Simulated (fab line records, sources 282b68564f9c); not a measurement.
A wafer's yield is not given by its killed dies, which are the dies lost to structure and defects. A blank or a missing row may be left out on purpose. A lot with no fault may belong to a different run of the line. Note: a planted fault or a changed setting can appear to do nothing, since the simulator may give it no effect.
Tool commonality check :: flow ritCmos :: Lots sampled 14, wafers sampled 42

REASON FOR OPENING
RIT_PWELL_TW_MEAS_10, reading PWELL_TW: flagged on 2 of 14 lots. Fault-free wafers read 947, with a standard deviation of 11.
Rule: a lot is flagged in two cases, either no wafer of it has a number, or all its wafers with numbers fall more than 4 standard deviations from that mean. The other lots count as sound.

lot: L407
measured: day 2 05:22
on: filmMetro-02
PWELL_TW, wafer by wafer: 946 946 951
flag: 

lot: L408
measured: day 2 10:55
on: filmMetro-04
PWELL_TW, wafer by wafer: 944 936 945
flag: 

lot: L409
measured: day 2 13:29
on: filmMetro-01
PWELL_TW, wafer by wafer: 957 956 958
flag: 

lot: L410
measured: day 2 19:42
on: filmMetro-04
PWELL_TW, wafer by wafer: 933 931 937
flag: 

lot: L411
measured: day 2 23:41
on: filmMetro-01
PWELL_TW, wafer by wafer: 963 961 961
flag: 

lot: L412
measured: day 3 05:33
on: filmMetro-01
PWELL_TW, wafer by wafer: 967 966 966
flag: 

lot: L414
measured: day 3 18:09
on: filmMetro-02
PWELL_TW, wafer by wafer: 938 934 937
flag: 

lot: L416
measured: day 4 01:04
on: filmMetro-02
PWELL_TW, wafer by wafer: 938 943 941
flag: 

lot: L417
measured: day 4 05:44
on: filmMetro-02
PWELL_TW, wafer by wafer: 944 940 944
flag: 

lot: L419
measured: day 4 16:34
on: filmMetro-01
PWELL_TW, wafer by wafer: 963 962 963
flag: 

lot: L421
measured: day 5 03:15
on: filmMetro-01
PWELL_TW, wafer by wafer: 963 964 967
flag: 

lot: L423
measured: day 5 13:31
on: filmMetro-04
PWELL_TW, wafer by wafer: 1981 1993 1989
flag: FLAGGED

lot: L424
measured: day 5 20:27
on: filmMetro-01
PWELL_TW, wafer by wafer: 963 965 964
flag: 

lot: L427
measured: day 6 10:01
on: filmMetro-01
PWELL_TW, wafer by wafer: 2046 2039 2034
flag: FLAGGED
The mean of the flagged lots' numbers is 2014, +1067 from the usual (+97 standard deviations).

WHICH TOOL EACH LOT WENT THROUGH
The record holds 1 process step before the reading, out of a route of 202 steps. Read each cell as the tool, then ch plus the chambers that the sampled wafers visited, then the start.
lot: L407
flag: 
RIT_NWELL_COAT_01: lithoTrack-02 ch 0, day 2 02:09

lot: L408
flag: 
RIT_NWELL_COAT_01: lithoTrack-04 ch 0, day 2 06:13

lot: L409
flag: 
RIT_NWELL_COAT_01: lithoTrack-04 ch 0, day 2 10:29

lot: L410
flag: 
RIT_NWELL_COAT_01: lithoTrack-01 ch 0, day 2 16:33

lot: L411
flag: 
RIT_NWELL_COAT_01: lithoTrack-01 ch 0, day 2 20:41

lot: L412
flag: 
RIT_NWELL_COAT_01: lithoTrack-01 ch 0, day 3 02:40

lot: L414
flag: 
RIT_NWELL_COAT_01: lithoTrack-02 ch 0, day 3 14:58

lot: L416
flag: 
RIT_NWELL_COAT_01: lithoTrack-02 ch 0, day 3 22:01

lot: L417
flag: 
RIT_NWELL_COAT_01: lithoTrack-04 ch 0, day 4 02:43

lot: L419
flag: 
RIT_NWELL_COAT_01: lithoTrack-01 ch 0, day 4 13:33

lot: L421
flag: 
RIT_NWELL_COAT_01: lithoTrack-02 ch 0, day 5 00:01

lot: L423
flag: FLAGGED
RIT_NWELL_COAT_01: lithoTrack-04 ch 0, day 5 10:24

lot: L424
flag: 
RIT_NWELL_COAT_01: lithoTrack-02 ch 0, day 5 17:16

lot: L427
flag: FLAGGED
RIT_NWELL_COAT_01: lithoTrack-04 ch 0, day 6 07:02
These steps, and what they do:
- RIT_NWELL_COAT_01: resist thk 1300 nm.
- RIT_PWELL_TW_MEAS_10

FLAGGED AGAINST TOTAL, ONE TOOL AT A TIME (gauges that did the reading follow at the end)
step: RIT_NWELL_COAT_01
tool: lithoTrack-01
lots run: 4
flagged: 0
share of the flagged lots: none
sound lots run after its first flagged lot: -

step: RIT_NWELL_COAT_01
tool: lithoTrack-02
lots run: 5
flagged: 0
share of the flagged lots: none
sound lots run after its first flagged lot: -

step: RIT_NWELL_COAT_01
tool: lithoTrack-04
lots run: 5
flagged: 2
share of the flagged lots: all
sound lots run after its first flagged lot: 0

step: RIT_PWELL_TW_MEAS_10
tool: filmMetro-01
lots run: 7
flagged: 1
share of the flagged lots: some
sound lots run after its first flagged lot: 0

step: RIT_PWELL_TW_MEAS_10
tool: filmMetro-02
lots run: 4
flagged: 0
share of the flagged lots: none
sound lots run after its first flagged lot: -

step: RIT_PWELL_TW_MEAS_10
tool: filmMetro-04
lots run: 3
flagged: 1
share of the flagged lots: some
sound lots run after its first flagged lot: 0

WHAT THE TABLE ALLOWS
Rows of the table that ran each flagged lot: 1, that is lithoTrack-04 at RIT_NWELL_COAT_01.
- lithoTrack-04 at RIT_NWELL_COAT_01: 2 of its 5 lots flagged. Last sound lot L417 at day 4 02:43, first flagged lot L423 at day 5 10:24; a fault beginning in between fits.
One tool is left: lithoTrack-04 at RIT_NWELL_COAT_01.

WHAT THE SIMULATOR HAD PUT IN
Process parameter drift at RIT_NWELL_COAT_01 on lithoTrack-04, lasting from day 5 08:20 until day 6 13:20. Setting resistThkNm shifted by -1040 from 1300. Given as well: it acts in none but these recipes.
Shown lots that were struck: L423, L427. The rule above found the same.
